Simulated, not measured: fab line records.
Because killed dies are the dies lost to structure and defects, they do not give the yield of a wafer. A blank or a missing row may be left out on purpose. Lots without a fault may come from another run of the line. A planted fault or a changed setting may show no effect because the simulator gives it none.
Which tool was responsible? ; flow berkeleyCmos170 ; 42 wafers from 14 lots sampled at 6 of the route's 331 steps

## WHAT THE GAUGES READ, wafer by wafer
UCB170_CONTACT_THK_MEAS_02.
lot;measured;on;CONTACT_PSG_THK (nm)
L269;day 8 03:50;filmMetro-02;691 697 695
L270;day 8 22:14;filmMetro-03;697 701 697
L272;day 8 22:14;filmMetro-04;699 701 700
L273;day 9 07:27;filmMetro-04;705 704 709
L276;day 9 16:46;filmMetro-03;703 699 708
L277;day 9 22:53;filmMetro-04;700 702 710
L279;day 10 14:22;filmMetro-04;690 692 692
L282;day 11 00:34;filmMetro-03;699 703 703
L286;day 12 03:43;filmMetro-04;703 701 709
L288;day 12 03:43;filmMetro-03;704 703 704
L287;day 12 03:43;filmMetro-02;704 695 702
L290;day 12 09:59;filmMetro-03;700 695 691
L289;day 12 08:59;filmMetro-03;700 703 696
L292;day 13 05:02;filmMetro-02;707 716 714

UCB170_M3_CD_MEAS_90: target cd 700 nm.
lot;measured;on;cdNm (nm)
L269;day 9 00:37;cdSem-02;700.7 699.1 700.7
L270;day 9 19:27;cdSem-02;699.7 700.7 699.7
L272;day 9 19:19;cdSem-01;699.6 700.0 698.3
L273;day 10 02:22;cdSem-02;699.3 700.8 699.5
L276;day 10 13:34;cdSem-02;702.0 699.3 702.3
L277;day 10 20:07;cdSem-01;696.7 696.8 696.5
L279;day 11 08:08;cdSem-02;700.0 700.9 697.8
L282;day 11 21:55;cdSem-02;705.5 699.9 701.1
L286;day 17 03:18;cdSem-02;702.1 702.9 701.9
L288;day 17 10:17;cdSem-01;702.4 698.4 701.6
L287;day 16 23:40;cdSem-02;700.6 699.2 702.6
L290;day 17 10:06;cdSem-02;701.7 700.4 700.9
L289;day 17 06:28;cdSem-02;676.8 702.3 680.4
L292;day 17 10:43;cdSem-02;680.9 680.3 702.0

## WHAT TOOL EACH LOT RAN ON (gives the tool, then ch and the chambers of the sampled wafers, and finally the start)
lot;UCB170_PWELL_ETCH_14;UCB170_M2_STRIP_07;UCB170_M3_METAL_ETCH_18;UCB170_M3_STRIP_19
L269;rieDiel-01 ch 1,2,3, day 3 09:35;plasmaAsher-02 ch 0,1, day 8 15:46;rieMetal-03 ch 1, day 9 00:08;plasmaAsher-03 ch 0,1, day 9 00:31
L270;rieDiel-04 ch 2,3, day 3 18:52;plasmaAsher-02 ch 0,1, day 9 10:41;rieMetal-01 ch 0,1, day 9 19:10;plasmaAsher-03 ch 0,1, day 9 19:21
L272;rieDiel-03 ch 1,2, day 4 03:02;plasmaAsher-03 ch 0,1, day 9 10:53;rieMetal-02 ch 0,1, day 9 18:58;plasmaAsher-01 ch 0,1, day 9 19:09
L273;rieDiel-03 ch 0,3, day 4 09:29;plasmaAsher-03 ch 0,1, day 9 19:32;rieMetal-02 ch 0,1, day 10 02:03;plasmaAsher-02 ch 0,1, day 10 02:14
L276;rieDiel-04 ch 0,1,2, day 4 15:58;plasmaAsher-03 ch 0,1, day 10 04:19;rieMetal-03 ch 0,1, day 10 13:15;plasmaAsher-01 ch 0,1, day 10 13:26
L277;rieDiel-01 ch 0,1,2, day 5 04:01;plasmaAsher-04 ch 0,1, day 10 11:58;rieMetal-03 ch 0,1, day 10 19:50;plasmaAsher-02 ch 0,1, day 10 20:00
L279;rieDiel-03 ch 1,2,3, day 5 19:28;plasmaAsher-04 ch 0,1, day 11 00:58;rieMetal-02 ch 0,1, day 11 07:51;plasmaAsher-03 ch 0,1, day 11 08:02
L282;rieDiel-04 ch 0,1,3, day 6 05:07;plasmaAsher-04 ch 0,1, day 11 11:46;rieMetal-01 ch 0,1, day 11 21:37;plasmaAsher-03 ch 0,1, day 11 21:49
L286;rieDiel-01 ch 0, day 7 09:35;plasmaAsher-04 ch 0,1, day 16 07:46;rieMetal-02 ch 0, day 17 02:59;plasmaAsher-02 ch 0,1, day 17 03:10
L288;rieDiel-04 ch 1,2,3, day 7 10:16;plasmaAsher-03 ch 0,1, day 16 10:06;rieMetal-03 ch 0,1, day 17 10:00;plasmaAsher-03 ch 0,1, day 17 10:11
L287;rieDiel-04 ch 2,3, day 7 10:32;plasmaAsher-03 ch 0,1, day 16 07:07;rieMetal-01 ch 0,1, day 16 23:19;plasmaAsher-02 ch 0,1, day 16 23:34
L290;rieDiel-01 ch 0,1,2, day 7 17:03;plasmaAsher-02 ch 0,1, day 16 09:35;rieMetal-02 ch 1, day 17 09:49;plasmaAsher-01 ch 0,1, day 17 10:00
L289;rieDiel-01 ch 0,1,2, day 7 17:13;plasmaAsher-02 ch 0,1, day 16 08:18;rieMetal-01 ch 0,1, day 17 06:07;plasmaAsher-02 ch 0,1, day 17 06:22
L292;rieDiel-01 ch 0,3, day 8 13:59;plasmaAsher-03 ch 1, day 16 10:33;rieMetal-01 ch 0,1, day 17 10:22;plasmaAsher-01 ch 0,1, day 17 10:37
- UCB170_PWELL_ETCH_14: etches Si3N4 in CH3F/Ar/O2, stops on SiO2, target depth 242 nm, time 151 s.
- UCB170_M2_STRIP_07: strips in O2.
- UCB170_M3_METAL_ETCH_18: etches Al in Cl2/BCl3, stops on SiO2, target depth 1170 nm, time 195 s.
- UCB170_M3_STRIP_19: strips in O2.

## AS READ BY THE TOOLS THEMSELVES (means over the sampled wafers that have a number; for cases with no such wafer, the mark the record gives instead)
UCB170_PWELL_ETCH_14.
lot;tool;O2_flow_sccm (sccm);drypumpMotorCurrentA (A);oesProductAu (a.u.);throttleValvePct (%)
L269;rieDiel-01;7.003;5.6;0.951;8.05
L270;rieDiel-04;6.980;6.1;0.942;8.04
L272;rieDiel-03;6.997;5.6;0.934;8.10
L273;rieDiel-03;6.965;5.6;0.945;7.96
L276;rieDiel-04;7.019;5.9;0.938;8.10
L277;rieDiel-01;7.008;5.6;0.959;8.01
L279;rieDiel-03;6.992;5.5;0.943;8.12
L282;rieDiel-04;7.009;6.2;0.937;8.00
L286;rieDiel-01;6.999;5.9;0.976;7.92
L288;rieDiel-04;6.993;5.9;0.940;7.99
L287;rieDiel-04;7.004;6.3;0.934;7.92
L290;rieDiel-01;7.000;5.6;0.959;8.02
L289;rieDiel-01;7.006;5.6;0.960;8.01
L292;rieDiel-01;7.009;5.8;0.954;8.00

UCB170_M2_STRIP_07.
lot;tool;drypumpMotorCurrentA (A);oesProductAu (a.u.);stripTimeToEndpointS (s)
L269;plasmaAsher-02;5.5;0.731;21.91
L270;plasmaAsher-02;5.9;0.734;21.89
L272;plasmaAsher-03;5.6;0.737;21.93
L273;plasmaAsher-03;5.6;0.737;21.98
L276;plasmaAsher-03;5.6;0.736;21.96
L277;plasmaAsher-04;5.8;0.733;21.99
L279;plasmaAsher-04;5.6;0.735;21.94
L282;plasmaAsher-04;5.8;0.735;21.98
L286;plasmaAsher-04;5.6;0.735;22.02
L288;plasmaAsher-03;5.6;0.737;21.85
L287;plasmaAsher-03;5.6;0.735;22.00
L290;plasmaAsher-02;5.9;0.732;22.02
L289;plasmaAsher-02;5.5;0.735;21.95
L292;plasmaAsher-03;5.5;0.730;21.91

UCB170_M3_METAL_ETCH_18.
lot;tool;drypumpMotorCurrentA (A);oesProductAu (a.u.);throttleValvePct (%)
L269;rieMetal-03;5.50;0.862;24.08
L270;rieMetal-01;5.86;0.848;24.37
L272;rieMetal-02;5.41;0.849;24.64
L273;rieMetal-02;5.17;0.843;24.70
L276;rieMetal-03;5.49;0.855;24.15
L277;rieMetal-03;5.47;0.861;24.15
L279;rieMetal-02;5.19;0.846;24.68
L282;rieMetal-01;5.84;0.845;24.38
L286;rieMetal-02;5.62;0.841;24.60
L288;rieMetal-03;5.48;0.866;24.21
L287;rieMetal-01;5.75;0.868;24.42
L290;rieMetal-02;4.96;0.841;24.72
L289;rieMetal-01;5.86;0.847;24.36
L292;rieMetal-01;5.84;0.836;24.38

UCB170_M3_STRIP_19.
lot;tool;drypumpMotorCurrentA (A);oesProductAu (a.u.)
L269;plasmaAsher-03;5.6;0.538
L270;plasmaAsher-03;5.6;0.546
L272;plasmaAsher-01;6.2;0.559
L273;plasmaAsher-02;5.5;0.548
L276;plasmaAsher-01;6.2;0.548
L277;plasmaAsher-02;5.5;0.548
L279;plasmaAsher-03;5.6;0.555
L282;plasmaAsher-03;5.6;0.543
L286;plasmaAsher-02;5.8;0.559
L288;plasmaAsher-03;5.6;0.556
L287;plasmaAsher-02;5.5;0.539
L290;plasmaAsher-01;6.3;0.540
L289;plasmaAsher-02;5.4;0.391
L292;plasmaAsher-01;6.4;0.391

## THE ANSWER, worked out from the rows above alone
Rule: the lots themselves supply what counts as usual. The widest of any qualifying gaps counts: lots, ordered by their means at a reading, are off when they make up no more than a third of the lots, leave a main group of 4 or more, and stand apart from it by 3 or more times the standard deviation of that group's means. If all means in a main group match to the digits the tables above print for the reading, that group is not used. A lot without any number at a reading at which 4 lots or more have one is off too. Any other lot the step has rows for is counted as sound. The gauges are gone through in route order, then the tools' own readings, and for those a lot's mean is taken as printed above. At the first step where some lot is off, the reading lying furthest off is the one used; lots without a number count as furthest.
Off, at UCB170_M3_CD_MEAS_90 on cdNm: L289, L292. The main group: mean 700.3 nm, standard deviation 1.4.
A tool fits if, at a process step before that reading, it ran every lot that is off, and no sound lot after the first of them. The gauges at UCB170_M3_CD_MEAS_90 aren't tried: what is off there is off at UCB170_M3_STRIP_19 too, on other tools, and a gauge's error can't cause that. 2 tools fit, rieDiel-01 at UCB170_PWELL_ETCH_14 and rieMetal-01 at UCB170_M3_METAL_ETCH_18, so this cannot tell which one it is.

## WHAT THE SIMULATOR PUT IN
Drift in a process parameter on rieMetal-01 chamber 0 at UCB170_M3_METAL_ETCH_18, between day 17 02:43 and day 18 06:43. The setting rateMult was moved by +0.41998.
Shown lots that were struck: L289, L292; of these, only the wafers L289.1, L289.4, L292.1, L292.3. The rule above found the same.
